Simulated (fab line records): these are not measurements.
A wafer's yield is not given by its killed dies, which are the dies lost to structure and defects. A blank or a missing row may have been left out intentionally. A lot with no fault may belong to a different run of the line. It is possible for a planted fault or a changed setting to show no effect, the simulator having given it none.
2 desks, one fault -- flow rit cmos -- each desk has only its own numbers; what lay behind them comes last

== FROM THE METROLOGY DESK ==
Means of the sampled wafers that have a number, per lot and without regard to the tool the lot ran on: this is what the gauges read. If a lot's mean is further than 4 standard deviations from the usual mean, the lot is out of limits and carries the mark OUT (the distance appears in the brackets).
Columns: A = FIELD_OXIDE_LEFT_1_THK at RIT_FOX2_THK_MEAS_90, usual 323 nm; B = GATE_POLY_THK at RIT_GATE_THK_MEAS_09, usual 248.6 nm; C = NSD_TW at RIT_NSD_TW_MEAS_10, usual 3127; D = CONTACT_OVL at RIT_CONTACT_OVL_MEAS_09, usual 0.1 nm
lot,first seen here,A,B,C,D
L210,day 1 20:52,326,244.3,3143,0.6
L211,day 2 01:55,325,248.0,3135,1.4
L212,day 2 05:37,328,247.3,3148,-0.9
L213,day 2 13:33,320,168.8 (-33) OUT,3139,2.4
L216,day 3 04:19,317,245.4,3089,1.1
L224,day 4 19:10,313,252.0,3112,-1.5
L228,day 5 15:11,329,249.3,3100,0.9
L229,day 5 20:12,335,248.7,3141,1.3
L230,day 6 01:53,318,249.3,3139,-1.2
L231,day 6 04:53,324,250.3,3141,0.8
L232,day 6 10:16,322,247.9,3108,-1.0
L233,day 6 18:08,313,247.4,3147,-0.2
This desk reports L213 out of limits; the earliest was L213 at day 3 05:43 (GATE_POLY_THK at RIT_GATE_THK_MEAS_09). L210, L211, L212, L216, L224, L228, L229, L230, L231, L232, L233: within limits.

== DESK OF THE TOOL OWNER: lpcvd-01 ==
The tool's own readings at RIT_GATE_CVD_08 (deposits poly-Si from SiH4, target thk 250 nm, time 2220 s): means of the sampled wafers that have a number, for each lot that ran on this tool. If a lot's mean is further than 4 standard deviations from the usual mean, the lot is out of limits and carries the mark OUT (the distance appears in the brackets).
Columns: A = zone power load pct at RIT_GATE_CVD_08, usual 12.1 %
lot,first seen here,A
L212,day 2 20:31,14.1
L213,day 3 04:04,14.0
L229,day 6 13:57,13.9
L230,day 6 18:22,13.9
L232,day 7 02:08,14.2
L233,day 7 10:28,9.8
This desk's verdict: no lot among the 6 shows anything out of limits.

== TAKEN TOGETHER ==
On L213, the metrology desk was in a position to raise an alarm at day 3 05:43.
Nothing out of limits was seen by the tool owner's desk.
Tool owner's desk: L213 on record, inside its limits.
All the named lots went through RIT_GATE_CVD_08 on lpcvd-01.

== WHAT WAS PUT IN BY THE SIMULATOR ==
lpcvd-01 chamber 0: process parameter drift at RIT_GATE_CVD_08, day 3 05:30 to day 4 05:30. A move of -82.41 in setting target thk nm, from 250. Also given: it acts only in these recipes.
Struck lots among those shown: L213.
Time in hours between the start of the fault and the first out-of-limits reading at each desk: metrology desk, 0.
